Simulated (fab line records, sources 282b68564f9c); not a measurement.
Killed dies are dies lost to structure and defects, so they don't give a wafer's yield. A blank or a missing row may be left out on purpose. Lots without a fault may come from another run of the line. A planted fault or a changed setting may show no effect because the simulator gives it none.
fab line records | flow rit_cmos
record lots=14 wafers=42 last_day=8
route steps=202 shown CONTACT@180 M1@202
lots that met no fault: from a run of the same line without faults
start_h: hours from the record's first day to the start of the lot's first wafer shown | wait_h: hours since the lot's step before | " the same as in the row above | L1.1+2: a row that stands for several wafers | - no value, or no start given | * or withheld: withheld | < > ~ a bound
route shown NAME@n: a module of which the file shows steps, and the number in the route of the first | usual: mean/standard deviation of fault-free wafers | same: alike in all rows | chamber/n: place in a boat | sites: the reading at each site | _std_site: their standard deviation | _edge_site: outer sites' mean less inner sites' | radius_mm: how far each site lies from the wafer's centre | mask NAME#n: copy n | behind: the tool/chamber that last shaped the wafer | hold: why the lot was held/for how many hours/how that ended | device: the transistor (n, p or np) that didn't switch | end of line: the same wafers' tests at the end of the route | a step without rows: its recipe alone | killed: dies lost to structure and defects at the first sort, not the wafer's yield | map: a wafer's dies, x killed, . not, _ none there
set.NAME: the setting as run; set.NAME@STEP: as run at that earlier step | model.NAME: the simulator's own value behind a step, which no gauge read
steps of the route over a sample of lots; a table a step, a row a wafer
services: from which hour (start_h, from the record's first day; less than 0 if before it) a tool's chamber was out of use, for how many hours, and why
## steps
# step RIT_CONTACT_STRIP_12
# recipe chemistry=O2 time_s=180 resist=NOVOLAK platen_temp_c=withheld power_w=500 pressure_mtorr=4000 o2_flow_sccm=4000
# usual drypump_motor_current_A=6.0/0.33 run_length_s=208.2/0.43
# columns lot.wafer tool chamber start_h wait_h drypump_motor_current_A rf_hours_counter_h run_length_s
L372.2 plasma_asher-04 0 53.03 0.1 5.9 43 208.8
L372.3 " 1 " " 5.7 - 207.5
L372.4 " 0 " " 5.9 - 208.4
L373.2 plasma_asher-02 1 59.13 0.1 5.5 41 207.7
L373.3 " 0 " " 6.2 - 208.4
L373.6 " 1 " " 5.5 - 207.8
L374.1 plasma_asher-02 1 66.12 0.1 5.5 42 207.7
L374.2 " 0 " " 6.2 42 209.2
L374.6 " 0 " " 6.2 - 208.5
L375.2 plasma_asher-02 0 67.81 0.1 6.2 42 213.9
L375.3 " 1 " " 5.5 - 208.0
L375.5 " 1 " " 5.5 - 207.9
L379.1 plasma_asher-01 0 86.77 0.1 6.5 28 208.7
L379.4 " 1 " " 6.0 - 208.4
L379.6 " 1 " " 6.0 - 208.3
L382.1 plasma_asher-02 1 103.66 0.1 5.5 45 208.3
L382.2 " 0 " " 6.2 45 214.5
L382.3 " 1 " " 5.5 - 207.4
L384.2 plasma_asher-04 1 114.90 0.1 5.7 50 208.2
L384.3 " 1 " " 5.8 - 207.6
L384.4 " 0 " " 5.9 - 208.2
L388.1 plasma_asher-01 1 136.75 0.1 6.0 34 208.2
L388.2 " 0 " " 6.5 34 208.2
L388.5 " 0 " " 6.5 - 208.2
L391.1 plasma_asher-04 1 152.79 0.1 5.8 53 207.5
L391.2 " 0 " " 5.9 53 208.2
L391.4 " 1 " " 5.8 - 207.6
L390.1 plasma_asher-04 0 154.92 0.1 5.9 54 208.7
L390.3 " 0 " " 5.9 - 208.2
L390.5 " 0 " " 5.9 - 208.4
L392.2 plasma_asher-01 1 158.24 0.1 6.0 36 208.8
L392.3 " 0 " " 6.5 - 208.3
L392.5 " 0 " " 6.5 - 208.5
L393.1 plasma_asher-04 0 167.95 0.1 6.0 55 208.1
L393.4 " 1 " " 5.7 - 207.6
L393.5 " 1 " " 5.8 - 208.2
L394.1 plasma_asher-01 0 170.57 0.1 6.5 37 209.1
L394.4 " 1 " " 6.0 - 208.3
L394.6 " 1 " " 6.0 - 208.3
L395.1 plasma_asher-04 1 182.07 0.1 5.8 57 207.6
L395.2 " 0 " " 5.9 57 208.5
L395.6 " 0 " " 5.9 - 208.1
# step RIT_M1_PROBE_99
# usual killed_at_front_end=6.6/2.7 killed_dies=6.7/2.7 killed_open=3.3/1.9 killed_short=3.4/1.9
# same gross_dies=264 killed_at_M0_to_M3=0 killed_at_M4_up=0 killed_at_back_side=0 killed_at_contacts=0 killed_at_other=0
# columns lot.wafer tool chamber start_h wait_h killed_at_front_end killed_dies killed_open killed_short
L372.2 prober-01 - 58.51 0.1 4 4 1 3
L372.3 prober-01 - 58.56 0.2 7 7 4 3
L372.4 prober-01 - 58.61 0.2 6 6 4 2
L373.2 prober-02 - 63.86 0.1 5 5 2 3
L373.3 prober-02 - 63.91 0.2 7 7 6 1
L373.6 prober-02 - 64.06 0.2 12 12 8 4
L374.1 prober-01 - 70.92 0.1 8 8 5 3
L374.2 prober-01 - 70.97 0.1 8 8 4 4
L374.6 prober-01 - 71.17 0.2 9 9 6 3
L375.2 prober-02 - 73.72 0.1 5 5 3 2
L375.3 prober-02 - 73.77 0.2 3 3 2 1
L375.5 prober-02 - 73.87 0.2 5 5 3 2
L379.1 prober-02 - 92.52 0.1 6 6 3 3
L379.4 prober-02 - 92.67 0.2 4 4 2 2
L379.6 prober-02 - 92.77 0.2 5 5 1 3
L382.1 prober-01 - 110.84 0.1 5 5 2 3
L382.2 prober-01 - 110.89 0.1 2 2 1 1
L382.3 prober-01 - 110.94 0.2 11 11 7 4
L384.2 prober-01 - 119.74 0.1 7 7 3 4
L384.3 prober-01 - 119.79 0.2 12 12 5 7
L384.4 prober-01 - 119.84 0.2 9 9 3 6
L388.1 prober-01 - 144.10 0.1 8 8 4 4
L388.2 prober-01 - 144.15 0.1 2 2 1 1
L388.5 prober-01 - 144.30 0.2 2 2 1 1
L391.1 prober-02 - 159.05 0.1 6 6 4 2
L391.2 prober-02 - 159.10 0.1 11 11 3 8
L391.4 prober-02 - 159.20 0.2 5 5 3 2
L390.1 prober-01 - 161.62 0.1 3 3 2 1
L390.3 prober-01 - 161.72 0.2 5 5 3 2
L390.5 prober-01 - 161.82 0.2 6 6 3 3
L392.2 prober-02 - 165.65 0.1 7 7 2 5
L392.3 prober-02 - 165.70 0.2 10 10 4 6
L392.5 prober-02 - 165.80 0.2 12 12 5 7
L393.1 prober-01 - 173.52 0.1 4 4 1 3
L393.4 prober-01 - 173.67 0.2 3 3 1 2
L393.5 prober-01 - 173.72 0.2 9 9 5 4
L394.1 prober-02 - 175.29 0.1 4 4 2 2
L394.4 prober-02 - 175.44 0.2 4 4 3 1
L394.6 prober-02 - 175.54 0.2 8 8 3 5
L395.1 prober-02 - 187.59 0.1 7 7 3 4
L395.2 prober-02 - 187.64 0.1 12 12 5 7
L395.6 prober-02 - 187.84 0.2 8 8 4 4
# killed by level:class
L372.2 GATE:geometric_particle:short=2 FOX1:geometric_particle:short=1 GATE:geometric_particle:open=1
L372.3 GATE:geometric_particle:open=3 FOX1:geometric_particle:short=1 FOX2:geometric_particle:short=1 FOX2:geometric_particle:open=1 GATE:geometric_particle:short=1
L372.4 GATE:geometric_particle:open=3 ACTIVE:geometric_particle:open=1 FOX1:geometric_particle:short=1 SILICIDE:geometric_particle:short=1
L373.2 FOX1:geometric_particle:short=3 FOX1:geometric_particle:open=1 SILICIDE:geometric_particle:open=1
L373.3 FOX1:geometric_particle:open=2 GATE:geometric_particle:open=2 FOX2:geometric_particle:open=1 GATE:geometric_particle:short=1 SILICIDE:geometric_particle:open=1
L373.6 FOX1:geometric_particle:open=3 GATE:geometric_particle:open=3 SILICIDE:geometric_particle:short=2 GATE:geometric_particle:short=1 REOX:geometric_particle:open=1 REOX:geometric_particle:short=1 SILICIDE:geometric_particle:open=1
L374.1 FOX1:geometric_particle:short=2 GATE:geometric_particle:open=2 REOX:geometric_particle:open=2 GATE:geometric_particle:short=1 SPACER:geometric_particle:open=1
L374.2 GATE:geometric_particle:short=4 GATE:geometric_particle:open=3 FOX1:geometric_particle:open=1
L374.6 GATE:geometric_particle:open=4 GATE:geometric_particle:short=2 FOX2:geometric_particle:short=1 REOX:geometric_particle:open=1 SPACER:geometric_particle:open=1
L375.2 FOX2:geometric_particle:open=2 FOX2:geometric_particle:short=1 REOX:geometric_particle:short=1 SPACER:geometric_particle:open=1
L375.3 GATE:geometric_particle:open=1 GATE:geometric_particle:short=1 REOX:geometric_particle:open=1
L375.5 GATE:geometric_particle:open=2 FOX1:geometric_particle:open=1 GATE:geometric_particle:short=1 REOX:geometric_particle:short=1
L379.1 SPACER:geometric_particle:open=2 SILICIDE:geometric_particle:short=2 FOX1:geometric_particle:short=1 FOX2:geometric_particle:open=1
L379.4 FOX1:geometric_particle:short=1 FOX1:geometric_particle:open=1 GATE:geometric_particle:open=1 GATE:geometric_particle:short=1
L379.6 GATE:geometric_particle:open=1 GATE:geometric_particle:short=1 SPACER:geometric_particle:short=1 SILICIDE:geometric_particle:short=1 PSD:coat_microbubble_printed=1
L382.1 GATE:geometric_particle:short=2 FOX1:geometric_particle:short=1 FOX1:geometric_particle:open=1 GATE:geometric_particle:open=1
L382.2 FOX1:geometric_particle:open=1 GATE:geometric_particle:short=1
L382.3 GATE:geometric_particle:short=3 GATE:geometric_particle:open=3 SILICIDE:geometric_particle:open=2 FOX1:geometric_particle:open=1 SPACER:geometric_particle:open=1 SILICIDE:geometric_particle:short=1
L384.2 FOX1:geometric_particle:open=2 GATE:geometric_particle:short=2 SPACER:geometric_particle:short=2 SPACER:geometric_particle:open=1
L384.3 GATE:geometric_particle:short=3 FOX2:geometric_particle:short=2 SPACER:geometric_particle:open=2 SPACER:geometric_particle:short=2 FOX2:geometric_particle:open=1 GATE:geometric_particle:open=1 REOX:geometric_particle:open=1
L384.4 GATE:geometric_particle:short=4 FOX1:geometric_particle:short=1 GATE:geometric_particle:open=1 SPACER:geometric_particle:open=1 SPACER:geometric_particle:short=1 SILICIDE:geometric_particle:open=1
L388.1 GATE:geometric_particle:open=4 FOX2:geometric_particle:short=1 GATE:geometric_particle:short=1 REOX:geometric_particle:short=1 SILICIDE:geometric_particle:short=1
L388.2 FOX2:geometric_particle:short=1 GATE:geometric_particle:open=1
L388.5 REOX:geometric_particle:short=1 REOX:geometric_particle:open=1
L391.1 SPACER:geometric_particle:open=2 FOX1:geometric_particle:open=1 FOX2:geometric_particle:short=1 SILICIDE:geometric_particle:short=1 SILICIDE:geometric_particle:open=1
L391.2 REOX:geometric_particle:short=4 FOX1:geometric_particle:short=2 FOX1:geometric_particle:open=2 FOX2:geometric_particle:short=1 REOX:geometric_particle:open=1 SILICIDE:geometric_particle:short=1
L391.4 REOX:geometric_particle:open=2 FOX1:geometric_particle:short=1 GATE:geometric_particle:open=1 GATE:geometric_particle:short=1
L390.1 FOX1:geometric_particle:open=1 GATE:geometric_particle:short=1 GATE:geometric_particle:open=1
L390.3 GATE:geometric_particle:open=2 FOX2:geometric_particle:open=1 FOX2:geometric_particle:short=1 REOX:geometric_particle:short=1
L390.5 GATE:geometric_particle:short=2 GATE:geometric_particle:open=2 FOX1:geometric_particle:open=1 SILICIDE:geometric_particle:short=1
L392.2 FOX2:geometric_particle:short=2 GATE:geometric_particle:short=2 GATE:geometric_particle:open=2 SPACER:geometric_particle:short=1
L392.3 GATE:geometric_particle:short=4 FOX1:geometric_particle:open=1 FOX1:geometric_particle:short=1 FOX2:geometric_particle:open=1 SPACER:geometric_particle:open=1 SILICIDE:geometric_particle:open=1 SILICIDE:geometric_particle:short=1
L392.5 GATE:geometric_particle:open=3 SPACER:geometric_particle:short=2 SILICIDE:geometric_particle:open=2 SILICIDE:geometric_particle:short=2 FOX1:geometric_particle:short=1 FOX2:geometric_particle:short=1 REOX:geometric_particle:short=1
L393.1 GATE:geometric_particle:short=1 REOX:geometric_particle:open=1 REOX:geometric_particle:short=1 SILICIDE:geometric_particle:short=1
L393.4 REOX:geometric_particle:open=1 SPACER:geometric_particle:short=1 SILICIDE:geometric_particle:short=1
L393.5 FOX2:geometric_particle:open=3 SPACER:geometric_particle:short=3 FOX1:geometric_particle:open=1 GATE:geometric_particle:short=1 GATE:geometric_particle:open=1
L394.1 FOX1:geometric_particle:open=1 FOX2:geometric_particle:open=1 GATE:geometric_particle:short=1 REOX:geometric_particle:short=1
L394.4 SPACER:geometric_particle:open=2 GATE:geometric_particle:open=1 SILICIDE:geometric_particle:short=1
L394.6 SILICIDE:geometric_particle:short=3 FOX2:geometric_particle:short=1 GATE:geometric_particle:open=1 SPACER:geometric_particle:short=1 SPACER:geometric_particle:open=1 SILICIDE:geometric_particle:open=1
L395.1 GATE:geometric_particle:short=2 REOX:geometric_particle:short=2 FOX2:geometric_particle:open=1 REOX:geometric_particle:open=1 SPACER:geometric_particle:open=1
L395.2 FOX2:geometric_particle:open=2 GATE:geometric_particle:short=2 SPACER:geometric_particle:short=2 FOX1:geometric_particle:short=1 FOX2:geometric_particle:short=1 GATE:geometric_particle:open=1 SPACER:geometric_particle:open=1 SILICIDE:geometric_particle:open=1
L395.6 FOX2:geometric_particle:open=2 GATE:geometric_particle:open=2 FOX1:geometric_particle:short=1 FOX2:geometric_particle:short=1 GATE:geometric_particle:short=1 SPACER:geometric_particle:short=1
## services
# columns tool chamber start_h hours kind
plasma_asher-02 - 43.78 0.9 repair
plasma_asher-01 - 175.77 4.3 repair
## key
first_sign step=RIT_CONTACT_STRIP_12 reading=run_length_s direction=up sigmas=14 usual=* struck=*
effect none on later readings
met_at RIT_CONTACT_STRIP_12
struck_lots L375,L382
struck_wafers L375.2,L382.2
tester_left_out L375,L382
onset_between 66.12 67.81
fault kind=process_parameter_drift tool=plasma_asher-02 chamber=0 onset_h=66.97 steps=RIT_CONTACT_STRIP_12 channel=time_s offset=* shape=step end_h=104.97 acts_in=* stated=*
# tester_left_out: of these lots the tester's yield and bins aren't shown, on N5 and GAA mostly nor the transistor test; their killed dies are dies lost to structure and defects alone, not to doping, threshold or leakage, so they don't give the yield
